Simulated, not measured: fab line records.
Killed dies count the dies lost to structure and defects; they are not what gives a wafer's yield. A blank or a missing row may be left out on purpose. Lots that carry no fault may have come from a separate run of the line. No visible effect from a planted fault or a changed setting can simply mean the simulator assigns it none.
fab line records ; flow rit-cmos
[record] lots = 6; wafers = 18; last-day = 7
route steps=202 shown GATE@92 REOX@98 NLDD@103 M1@202
lots that met no fault: from a run of the same line without faults
start-h: the number of hours between the record's first day and the start of the first shown wafer of the lot ; wait-h: hours from the lot's prior step to this one ; " as in the row above ; L1.1+2: one row covering several wafers at once ; - no value, or no start given ; * or withheld: withheld ; < > ~ a bound
route shown NAME@n: a module of which the file shows steps, and the number in the route of the first ; usual: mean/standard deviation of fault-free wafers ; same: alike in all rows ; chamber/n: place in a boat ; sites: readings site by site ; _std_site: their standard deviation ; _edge_site: outer sites' mean less inner sites' ; radius-mm: how far each site lies from the wafer's centre ; mask NAME#n: copy n ; behind: tool/chamber where the wafer was last shaped ; hold: reason for holding the lot/hours on hold/outcome of the hold ; device: the n, p or np transistor that did not switch ; end of line: tests of these same wafers at the route's end ; a step without rows: its recipe alone ; killed: dies that structure and defects cost at the first sort, which is not the same as the wafer's yield ; map: a wafer's dies, marking killed ones x, the rest . and places with no die _
set.NAME: setting as actually run; set.NAME@STEP: the setting as run at that earlier step ; model.NAME: the simulator's own value behind a step, which no gauge read
lots at some steps of the route; a table a step, a row a wafer
services: from which hour (start-h, from the record's first day; less than 0 if before it) a tool's chamber was out of use, for how many hours, and why
[[steps]]
[step RIT_GATE_CD_MEAS_16]
[recipe] target-cd-nm = 150
[usual] cd-nm = 150.1/2.9
lot.wafer;tool;chamber;start-h;wait-h;cd-nm
L851.1;cd-sem-02;-;61.20;-;152.6
L851.5;cd-sem-02;-;61.20;-;148.1
L851.6;cd-sem-02;-;61.20;-;150.7
L855.1;cd-sem-01;-;81.44;-;146.0
L855.2;cd-sem-01;-;81.44;-;148.8
L855.6;cd-sem-01;-;81.44;-;147.2
L862.1;cd-sem-02;-;116.45;-;151.3
L862.5;cd-sem-02;-;116.45;-;148.6
L862.6;cd-sem-02;-;116.45;-;150.4
L864.1;cd-sem-01;-;126.58;-;148.2
L864.2;cd-sem-01;-;126.58;-;147.6
L864.4;cd-sem-01;-;126.58;-;147.2
L866.2;cd-sem-02;-;136.31;-;145.6
L866.3;cd-sem-02;-;136.31;-;147.0
L866.6;cd-sem-02;-;136.31;-;147.8
L868.2;cd-sem-01;-;146.69;-;144.3
L868.3;cd-sem-01;-;146.69;-;143.8
L868.5;cd-sem-01;-;146.69;-;144.0
[step RIT_GATE_OVL_MEAS_17]
[usual] GATE_OVL = -0.9/1.3
lot.wafer;tool;chamber;start-h;wait-h;GATE_OVL[nm]
L851.1;overlay-02;-;61.32;0.1;-1.2
L851.5;overlay-02;-;61.32;0.1;-0.9
L851.6;overlay-02;-;61.32;0.1;-0.5
L855.1;overlay-01;-;81.56;0.1;-0.4
L855.2;overlay-01;-;81.56;0.1;-0.5
L855.6;overlay-01;-;81.56;0.1;-0.8
L862.1;overlay-01;-;116.57;0.1;-1.3
L862.5;overlay-01;-;116.57;0.1;-1.6
L862.6;overlay-01;-;116.57;0.1;-2.6
L864.1;overlay-02;-;126.70;0.1;-2.3
L864.2;overlay-02;-;126.70;0.1;-0.2
L864.4;overlay-02;-;126.70;0.1;-0.1
L866.2;overlay-01;-;136.41;0.1;0.5
L866.3;overlay-01;-;136.41;0.1;-0.7
L866.6;overlay-01;-;136.41;0.1;0.2
L868.2;overlay-02;-;146.80;0.1;-1.0
L868.3;overlay-02;-;146.80;0.1;0.4
L868.5;overlay-02;-;146.80;0.1;0.3
[step RIT_GATE_HARDBAKE_18]
[recipe] resist = NOVOLAK; temp-c = 140; time-s = 60
[step RIT_GATE_ETCH_19]
[recipe] chemistry = SF6/CHF3/O2; time-s = 165; SF6_flow_sccm = 30; CHF3_flow_sccm = 30; O2_flow_sccm = 5; target = poly-Si; pressure-mtorr = 40; rf-w = 160; target-depth-a = 3125; over-etch-frac = 0.25; stop-on = SiO2
[usual] drypump-motor-current-A = 6.1/0.53; oes-product-au = 0.846/0.014; throttle-valve-pct = 10.33/0.08
lot.wafer;tool;chamber;start-h;wait-h;drypump-motor-current-A;oes-product-au;rf-hours-counter-h;throttle-valve-pct
L851.1;rie-si-01;3;61.51;0.1;6.4;0.823;42;10.35
L851.5;rie-si-01;2;61.51;0.1;6.6;0.859;-;10.30
L851.6;rie-si-01;1;61.51;0.1;6.4;0.856;-;10.34
L855.1;rie-si-01;2;81.83;0.1;6.7;0.850;3;10.31
L855.2;rie-si-01;3;81.83;0.1;6.4;0.822;42;10.34
L855.6;rie-si-01;2;81.83;0.1;6.6;0.850;-;10.30
L862.1;rie-si-02;0;116.76;0.1;6.4;0.860;61;10.41
L862.5;rie-si-02;1;116.76;0.1;5.9;0.821;-;10.17
L862.6;rie-si-02;0;116.76;0.1;6.4;0.858;-;10.40
L864.1;rie-si-02;2;126.89;0.1;5.0;0.860;0;10.40
L864.2;rie-si-02;0;126.89;0.1;6.5;0.861;61;10.42
L864.4;rie-si-02;3;126.89;0.1;6.4;0.849;0;10.38
L866.2;rie-si-02;1;136.59;0.1;5.8;0.822;46;10.15
L866.3;rie-si-02;3;136.59;0.1;6.4;0.848;0;10.40
L866.6;rie-si-02;2;136.59;0.1;5.0;0.849;-;10.39
L868.2;rie-si-02;0;146.98;0.1;6.4;0.857;61;10.43
L868.3;rie-si-02;1;146.98;0.1;5.8;0.828;46;10.16
L868.5;rie-si-02;2;146.98;0.1;5.0;0.856;-;10.41
[step RIT_GATE_STRIP_20]
[recipe] chemistry = O2; time-s = 180; resist = NOVOLAK; platen-temp-c = withheld; power-w = 500; pressure-mtorr = 4000; o2-flow-sccm = 4000
[usual] drypump-motor-current-A = 5.8/0.46
lot.wafer;tool;chamber;start-h;wait-h;drypump-motor-current-A;rf-hours-counter-h
L851.1;plasma-asher-02;1;61.62;0.1;5.1;45
L851.5;plasma-asher-02;0;61.62;0.1;6.2;-
L851.6;plasma-asher-02;1;61.62;0.1;5.1;-
L855.1;plasma-asher-03;0;81.94;0.1;6.7;47
L855.2;plasma-asher-03;1;81.94;0.1;5.7;47
L855.6;plasma-asher-03;0;81.94;0.1;6.7;-
L862.1;plasma-asher-02;1;116.87;0.1;5.1;51
L862.5;plasma-asher-02;1;116.87;0.1;5.1;-
L862.6;plasma-asher-02;0;116.87;0.1;6.2;-
L864.1;plasma-asher-04;1;127.00;0.1;5.7;1
L864.2;plasma-asher-04;0;127.00;0.1;5.9;1
L864.4;plasma-asher-04;0;127.00;0.1;5.9;-
L866.2;plasma-asher-04;1;136.70;0.1;5.7;2
L866.3;plasma-asher-04;1;136.70;0.1;5.7;-
L866.6;plasma-asher-04;0;136.70;0.1;5.9;-
L868.2;plasma-asher-02;0;147.08;0.1;6.2;55
L868.3;plasma-asher-02;0;147.08;0.1;6.2;-
L868.5;plasma-asher-02;0;147.08;0.1;6.2;-
[step RIT_GATE_CD_MEAS_90]
[recipe] target-cd-nm = 150
[usual] cd-nm = 150.1/2.9
lot.wafer;tool;chamber;start-h;wait-h;cd-nm
L851.1;cd-sem-02;-;61.79;0.1;152.4
L851.5;cd-sem-02;-;61.79;0.1;148.6
L851.6;cd-sem-02;-;61.79;0.1;150.7
L855.1;cd-sem-01;-;82.11;0.1;146.0
L855.2;cd-sem-01;-;82.11;0.1;148.4
L855.6;cd-sem-01;-;82.11;0.1;147.1
L862.1;cd-sem-02;-;117.04;0.1;150.9
L862.5;cd-sem-02;-;117.04;0.1;148.4
L862.6;cd-sem-02;-;117.04;0.1;149.8
L864.1;cd-sem-01;-;127.17;0.1;148.4
L864.2;cd-sem-01;-;127.17;0.1;147.5
L864.4;cd-sem-01;-;127.17;0.1;147.6
L866.2;cd-sem-01;-;136.90;0.1;146.3
L866.3;cd-sem-01;-;136.90;0.1;147.3
L866.6;cd-sem-01;-;136.90;0.1;147.8
L868.2;cd-sem-01;-;147.28;0.1;143.9
L868.3;cd-sem-01;-;147.28;0.1;143.6
L868.5;cd-sem-01;-;147.28;0.1;144.5
[step RIT_REOX_CLEAN_00]
[recipe] chemistry = SC1; mix = 3:3:50; time-s = 600; temp-c = 75
[step RIT_REOX_CLEAN_01]
[recipe] chemistry = dHF; dilution = 50:1; time-s = 30
[step RIT_REOX_CLEAN_02]
[recipe] chemistry = SC2; mix = 3:3:50; time-s = 600; temp-c = 75; dry = n2-spin
[step RIT_REOX_OXIDATION_03]
[recipe] temp-c = 900; ambient = O2; target-thk-a = 252; ox-time-s = 5580
[step RIT_REOX_THK_MEAS_04]
[recipe] reads = SiO2_of_REOX_OXIDATION_03
[usual] REOX_OXIDE_THK = 25.3/0.5
lot.wafer;tool;chamber;start-h;wait-h;REOX_OXIDE_THK[nm]
L851.1;film-metro-02;-;64.85;0.0;26.2
L851.5;film-metro-02;-;64.85;0.0;25.6
L851.6;film-metro-02;-;64.85;0.0;25.5
L855.1;film-metro-04;-;85.18;0.0;25.4
L855.2;film-metro-04;-;85.18;0.0;25.8
L855.6;film-metro-04;-;85.18;0.0;25.2
L862.1;film-metro-02;-;120.08;0.0;25.7
L862.5;film-metro-02;-;120.08;0.0;25.8
L862.6;film-metro-02;-;120.08;0.0;25.8
L864.1;film-metro-02;-;130.87;0.0;24.9
L864.2;film-metro-02;-;130.87;0.0;25.2
L864.4;film-metro-02;-;130.87;0.0;25.3
L866.2;film-metro-04;-;140.90;0.0;24.4
L866.3;film-metro-04;-;140.90;0.0;24.6
L866.6;film-metro-04;-;140.90;0.0;24.4
L868.2;film-metro-02;-;152.33;0.0;24.9
L868.3;film-metro-02;-;152.33;0.0;25.3
L868.5;film-metro-02;-;152.33;0.0;25.0
[step RIT_NLDD_HMDS_00]
[recipe] prime-time-s = 60; prime-temp-c = 140
[step RIT_NLDD_COAT_01]
[recipe] resist = NOVOLAK; spin-rpm = 3250; resist-thk-nm = 1000
[usual] dispense-pressure-kPa = 52.4/1.9; spin-speed-rpm = 3250.2/2.1
lot.wafer;tool;chamber;start-h;wait-h;dispense-pressure-kPa;spin-speed-rpm;model.NOVOLAK_of_NLDD_COAT_01.thk-nm
L851.1;litho-track-02;0;65.06;0.1;51.2;3252.3;1000
L851.5;litho-track-02;0;65.06;0.1;51.3;3251.4;999.5
L851.6;litho-track-02;0;65.06;0.1;51.3;3248.2;999.3
L855.1;litho-track-01;0;85.39;0.1;55.4;3249.1;1002
L855.2;litho-track-01;0;85.39;0.1;55.4;3247.8;1001
L855.6;litho-track-01;0;85.39;0.1;55.4;3247.0;999.6
L862.1;litho-track-04;0;120.29;0.1;51.1;3246.8;999.8
L862.5;litho-track-04;0;120.29;0.1;51.1;3250.3;1001
L862.6;litho-track-04;0;120.29;0.1;51.1;3250.4;999.3
L864.1;litho-track-01;0;131.08;0.1;55.4;3162.5;1017
L864.2;litho-track-01;0;131.08;0.1;55.5;3166.6;1016
L864.4;litho-track-01;0;131.08;0.1;55.4;3162.8;1018
L866.2;litho-track-01;0;141.13;0.1;55.4;3159.8;1022
L866.3;litho-track-01;0;141.13;0.1;55.5;3160.7;1019
L866.6;litho-track-01;0;141.13;0.1;55.4;3159.0;1017
L868.2;litho-track-04;0;152.55;0.1;51.1;3250.9;1002
L868.3;litho-track-04;0;152.55;0.1;51.1;3252.6;1002
L868.5;litho-track-04;0;152.55;0.1;51.1;3251.0;999.4
[step RIT_NLDD_SOFTBAKE_02]
[recipe] resist = NOVOLAK; temp-c = 90; time-s = 60
[step RIT_NLDD_EXPOSE_03]
[recipe] mask-id = M7; na = 0.57; target-cd-nm = 40700; dose-mj = 250
[step RIT_NLDD_PEB_04]
[recipe] resist = NOVOLAK; temp-c = withheld; time-s = withheld
[step RIT_NLDD_DEVELOP_05]
[recipe] resist = NOVOLAK; develop-time-s = 50; dev-temp-c = 23
[step RIT_NLDD_OVL_MEAS_06]
[usual] NLDD_OVL = 0.2/1.1
lot.wafer;tool;chamber;start-h;wait-h;NLDD_OVL[nm]
L851.1;overlay-02;-;65.88;-;0.2
L851.5;overlay-02;-;65.88;-;1.3
L851.6;overlay-02;-;65.88;-;0.2
L855.1;overlay-01;-;86.09;-;1.3
L855.2;overlay-01;-;86.09;-;0.2
L855.6;overlay-01;-;86.09;-;1.8
L862.1;overlay-02;-;120.99;-;-0.3
L862.5;overlay-02;-;120.99;-;-0.8
L862.6;overlay-02;-;120.99;-;-2.1
L864.1;overlay-02;-;131.90;-;0.1
L864.2;overlay-02;-;131.90;-;1.5
L864.4;overlay-02;-;131.90;-;0.1
L866.2;overlay-01;-;141.82;-;-1.4
L866.3;overlay-01;-;141.82;-;0.4
L866.6;overlay-01;-;141.82;-;0.7
L868.2;overlay-02;-;153.36;-;-0.7
L868.3;overlay-02;-;153.36;-;-1.3
L868.5;overlay-02;-;153.36;-;0.2
[step RIT_NLDD_HARDBAKE_07]
[recipe] resist = NOVOLAK; temp-c = 140; time-s = 60
lot.wafer;tool;chamber;start-h;wait-h;model.NOVOLAK_of_NLDD_COAT_01.thk-nm
L851.1;litho-track-02;0;65.94;0.1;883.9
L851.5;litho-track-02;0;65.94;0.1;883.3
L851.6;litho-track-02;0;65.94;0.1;883.2
L855.1;litho-track-01;0;86.14;0.0;885.4
L855.2;litho-track-01;0;86.14;0.0;884.9
L855.6;litho-track-01;0;86.14;0.0;883.5
L862.1;litho-track-04;0;121.03;0.0;883.5
L862.5;litho-track-04;0;121.03;0.0;884.8
L862.6;litho-track-04;0;121.03;0.0;883.1
L864.1;litho-track-01;0;131.94;0.0;898.9
L864.2;litho-track-01;0;131.94;0.0;897.8
L864.4;litho-track-01;0;131.94;0.0;899.9
L866.2;litho-track-02;0;142.02;0.2;903
L866.3;litho-track-02;0;142.02;0.2;900.7
L866.6;litho-track-02;0;142.02;0.2;899
L868.2;litho-track-01;0;153.41;0.0;885.5
L868.3;litho-track-01;0;153.41;0.0;885.2
L868.5;litho-track-01;0;153.41;0.0;883.3
[step RIT_NLDD_IMPLANT_08]
[recipe] species = P; energy-kev = 20; dose-cm2 = 5e+14; tilt-deg = 7
[step RIT_M1_PROBE_99]
[usual] killed-at-contacts = 0.1/0.26; killed-at-front-end = 7.5/2.8; killed-dies = 7.6/2.8; killed-open = 3.9/2.1; killed-short = 3.7/1.7
[same] gross-dies = 264; killed_at_M0_to_M3 = 0; killed_at_M4_up = 0; killed-at-back-side = 0; killed-at-other = 0
lot.wafer;tool;chamber;start-h;wait-h;killed-at-contacts;killed-at-front-end;killed-dies;killed-open;killed-short
L851.1;prober-02;-;81.52;0.1;0;9;9;6;3
L851.5;prober-02;-;81.72;0.2;0;10;10;6;4
L851.6;prober-02;-;81.77;0.2;0;6;6;3;3
L862.1;prober-01;-;136.31;0.1;0;5;5;2;3
L862.5;prober-01;-;136.51;0.2;0;6;6;4;2
L862.6;prober-01;-;136.56;0.2;0;5;5;2;3
// killed by level:class
L851.1 SILICIDE:geometric-particle:open=3 GATE:geometric-particle:open=2 FOX1:geometric-particle:open=1 GATE:geometric-particle:short=1 REOX:geometric-particle:short=1 SPACER:geometric-particle:short=1
L851.5 GATE:geometric-particle:open=3 SPACER:geometric-particle:short=2 SPACER:geometric-particle:open=2 FOX1:geometric-particle:short=1 GATE:geometric-particle:short=1 REOX:geometric-particle:open=1
L851.6 GATE:geometric-particle:open=2 GATE:geometric-particle:short=1 SPACER:geometric-particle:short=1 SILICIDE:geometric-particle:short=1 SILICIDE:geometric-particle:open=1
L862.1 GATE:geometric-particle:short=2 SPACER:geometric-particle:open=1 SILICIDE:geometric-particle:open=1 SILICIDE:geometric-particle:short=1
L862.5 SPACER:geometric-particle:open=3 GATE:geometric-particle:short=1 SPACER:geometric-particle:short=1 SILICIDE:geometric-particle:open=1
L862.6 FOX1:geometric-particle:short=1 REOX:geometric-particle:open=1 SPACER:geometric-particle:short=1 SILICIDE:geometric-particle:short=1 SILICIDE:geometric-particle:open=1
[[services]]
tool;chamber;start-h;hours;kind
rie-si-02;2;67.94;-;clean
rie-si-02;2;67.94;26.7;scheduled-down
rie-si-02;2;67.94;26.7;vent-cycle
rie-si-02;3;101.30;-;clean
rie-si-02;3;101.30;23.2;scheduled-down
rie-si-02;3;101.30;23.2;vent-cycle
plasma-asher-04;-;108.75;9.0;pm
plasma-asher-04;0;108.75;9.0;vent-cycle
plasma-asher-04;1;108.75;9.0;vent-cycle
rie-si-02;-;117.34;0.5;repair
plasma-asher-04;0;117.75;-;clean
plasma-asher-04;1;117.75;-;clean
plasma-asher-03;-;132.28;2.8;pm
[[key]]
[first-sign] step = RIT_NLDD_COAT_01; reading = spin-speed-rpm; direction = down; sigmas = 42; usual = 3250.2; struck = 3161.9
effect none on later readings
[model-effect] step = RIT_NLDD_COAT_01; value = NOVOLAK_of_NLDD_COAT_01.thk-nm; without = 1004; struck = 1018
[model-effect] step = RIT_NLDD_HARDBAKE_07; value = NOVOLAK_of_NLDD_COAT_01.thk-nm; without = 887.7; struck = 899.9
met-at RIT_NLDD_COAT_01
struck-wafers L864.1,L864.2,L864.4,L866.2,L866.3,L866.6
tester-left-out L864,L866
onset-between 85.39 131.08
[fault] kind = process-parameter-drift; tool = litho-track-01; chamber = -; onset-h = 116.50; steps = RIT_NLDD_COAT_01; channel = spin-rpm; offset = -88.54; shape = step; end-h = 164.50; acts-in = these-recipes-only; stated = 3250
// tester-left-out: of these lots the tester's yield and bins aren't shown, on N5 and GAA mostly nor the transistor test; their killed dies are dies lost to structure and defects alone, not to doping, threshold or leakage, so they don't give the yield
